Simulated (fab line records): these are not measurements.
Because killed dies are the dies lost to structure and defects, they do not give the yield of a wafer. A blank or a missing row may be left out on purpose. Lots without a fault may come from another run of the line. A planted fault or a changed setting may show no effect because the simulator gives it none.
8D (eight disciplines) problem report, filled in by code / flow berkeley cmos170 / the parts of the form that need people (team, actions taken, sign-off) are left out

## 1. THE ISSUE
Mean of beam energy keV at UCB170_PLDD_IMPLANT_08: 9.649 across 6 wafers in 2 lots; on wafers with no fault it is 10.000 (standard deviation 0.0033). That is -99 or more standard deviations from the usual mean.
Earliest sighting: wafer L969.1 on implanter-01 at day 9 05:52. At this step, 18 wafers from 6 lots have a number in the record. The rule behind "out" and "out of limits": a value lying over 4 standard deviations away from the usual mean. Any other wafer with a number is counted as sound.

## 2. WHAT IT IS AND WHAT IT IS NOT
question=which readings at this step | is=beam energy keV | is not=-
question=which lots | is=L969, L970 | is not=L960, L963, L972, L974
question=which wafers of those lots | is=all that have a number | is not=-
question=read on which tools | is=implanter-01 | is not=implanter-04
question=when | is=from day 9 05:52 | is not=up to then (6 sound wafers); but 6 sound wafers of L972, L974 came after

## 3. SUSPECTS, AND WHAT RULES EACH OUT
Counting: a tool at a process step up to the reading stays a suspect if it ran every lot that is out and no sound lot after the first of them.
- plasma asher-04 at UCB170_GATE_STRIP_16 (strips in O2): ruled out as a lasting fault. The sound lots L972 went through it after L969, its earliest lot that is out (day 9 04:26).
- implanter-01 at UCB170_PLDD_IMPLANT_08: kept. It ran every lot that is out, first L969 (day 9 05:52), and no sound lot after that; its last sound lot up to then is L960 (day 6 23:11). Its own beam energy keV readings are out on those wafers.
Remaining after the count: implanter-01 at UCB170_PLDD_IMPLANT_08.

## 4. THE CAUSE (what the simulator had put in)
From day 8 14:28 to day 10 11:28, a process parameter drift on implanter-01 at UCB170_PLDD_IMPLANT_08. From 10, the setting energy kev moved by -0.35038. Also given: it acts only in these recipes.
Only this tool survived the counting.

## 5. THE CHAIN OF EFFECTS, in route order
One row per reading whose mean, taken over the struck wafers that have a number, lies over 3 standard deviations from the usual. Only readings whose record carries a usual standard deviation are examined. hours: median over the lots of the time between each lot's start at the first step of this table that gives one and its start at this step. sigmas: the change, counted in usual standard deviations.
hours=0; step=UCB170_PLDD_IMPLANT_08; reading=beam energy keV; usual=10.000; on struck wafers=9.649; change=-0.351; sigmas=-99 or more
Its process steps:
- UCB170_PLDD_IMPLANT_08

## 6. HOW IT WOULD HAVE BEEN CAUGHT EARLIER
15 hours passed between the start of the fault at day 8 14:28 and the first reading out of limits in this record, taken at day 9 05:52.
